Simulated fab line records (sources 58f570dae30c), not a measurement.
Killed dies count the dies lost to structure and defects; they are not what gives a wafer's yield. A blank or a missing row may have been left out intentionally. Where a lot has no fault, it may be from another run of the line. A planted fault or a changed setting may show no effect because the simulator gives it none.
One fault seen from 2 desks | flow berkeley-cmos170 | only its own numbers are on each desk; what lay behind them is given at the end

## METROLOGY DESK
Lot by lot, what the gauges showed, no matter which tool ran the lot: averages of those sampled wafers that carry a number. Marked OUT: a lot whose mean sits more than 4 standard deviations from the usual mean, which makes it out of limits; the brackets give that distance.
Columns: A = PWELL_TW at UCB170_PWELL_TW_MEAS_17, usual 376.9; B = FIELD_OXIDE_THK at UCB170_FIELD_THK_MEAS_02, usual 557 nm; C = FIELD_OXIDE_LEFT_1_THK at UCB170_FIELD_THK_MEAS_90, usual 441 nm; D = FIELD_OXIDE_LEFT_2_THK at UCB170_FIELD_THK_MEAS_91, usual 353 nm
lot  | first seen here | A     | B              | C              | D
L855 | day 2 23:11     | 375.6 | 551            | 435            | 347
L856 | day 3 08:08     | 376.0 | 543            | 430            | 341
L859 | day 3 18:49     | 375.7 | 472 (-9.1) OUT | 357 (-8.9) OUT | 268 (-9.0) OUT
L858 | day 3 19:02     | 375.6 | 469 (-9.4) OUT | 354 (-9.2) OUT | 267 (-9.2) OUT
L862 | day 4 08:12     | 376.9 | 556            | 441            | 352
L864 | day 5 08:28     | 377.1 | 560            | 447            | 360
L869 | day 6 01:58     | 379.5 | 563            | 448            | 359
L868 | day 6 02:00     | 374.2 | 560            | 445            | 356
L871 | day 6 07:56     | 375.4 | 554            | 438            | 351
L872 | day 6 17:58     | 375.4 | 543            | 428            | 339
L873 | day 6 18:16     | 378.8 | 557            | 443            | 354
L874 | day 7 07:07     | 375.3 | 563            | 447            | 359
L876 | day 7 07:23     | 378.7 | 556            | 440            | 352
L878 | day 7 13:59     | 376.5 | 554            | 437            | 349
Finding of this desk: L858, L859 out of limits, first seen on L858 at day 5 11:19 (FIELD_OXIDE_THK at UCB170_FIELD_THK_MEAS_02). L855, L856, L862, L864, L869, L868, L871, L872, L873, L874, L876, L878: within limits.

## AT THE TOOL OWNER'S DESK: furnace-03
The tool's own readings at UCB170_FIELD_OXIDATION_01 (target thk 558.3 nm, ox time 7200 s): means of the sampled wafers that have a number, for each lot that ran on this tool. Marked OUT: a lot whose mean sits more than 4 standard deviations from the usual mean, which makes it out of limits; the brackets give that distance.
Columns: A = ox-temp-c at UCB170_FIELD_OXIDATION_01, usual 999.9 C; B = spike-tc-load-C at UCB170_FIELD_OXIDATION_01, usual 1029.0 C; C = spike-tc-source-C at UCB170_FIELD_OXIDATION_01, usual 1027 C; D = zone-power-centre-pct at UCB170_FIELD_OXIDATION_01, usual 50 %
lot  | first seen here | A      | B      | C    | D
L855 | day 4 18:13     | 999.9  | 1031.7 | 1028 | 39
L856 | day 4 18:13     | 1000.4 | 1031.2 | 1029 | 39
L858 | day 5 08:19     | 999.6  | 1030.6 | 1028 | 39
L859 | day 5 08:19     | 999.8  | 1031.3 | 1028 | 39
This desk found nothing out of limits on any of the 4 lots.

## TAKEN TOGETHER
L858, L859 would have let the metrology desk raise an alarm at day 5 11:19.
The tool owner's desk saw nothing out of limits.
On record at the tool owner's desk: L858, L859, within its limits.
Every lot named ran UCB170_FIELD_OXIDATION_01 on furnace-03.

## WHAT WAS PUT IN BY THE SIMULATOR
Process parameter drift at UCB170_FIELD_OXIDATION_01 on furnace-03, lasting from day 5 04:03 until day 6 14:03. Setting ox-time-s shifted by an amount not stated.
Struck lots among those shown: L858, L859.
Hours from the fault's start to each desk's first reading out of limits: the metrology desk, 7.
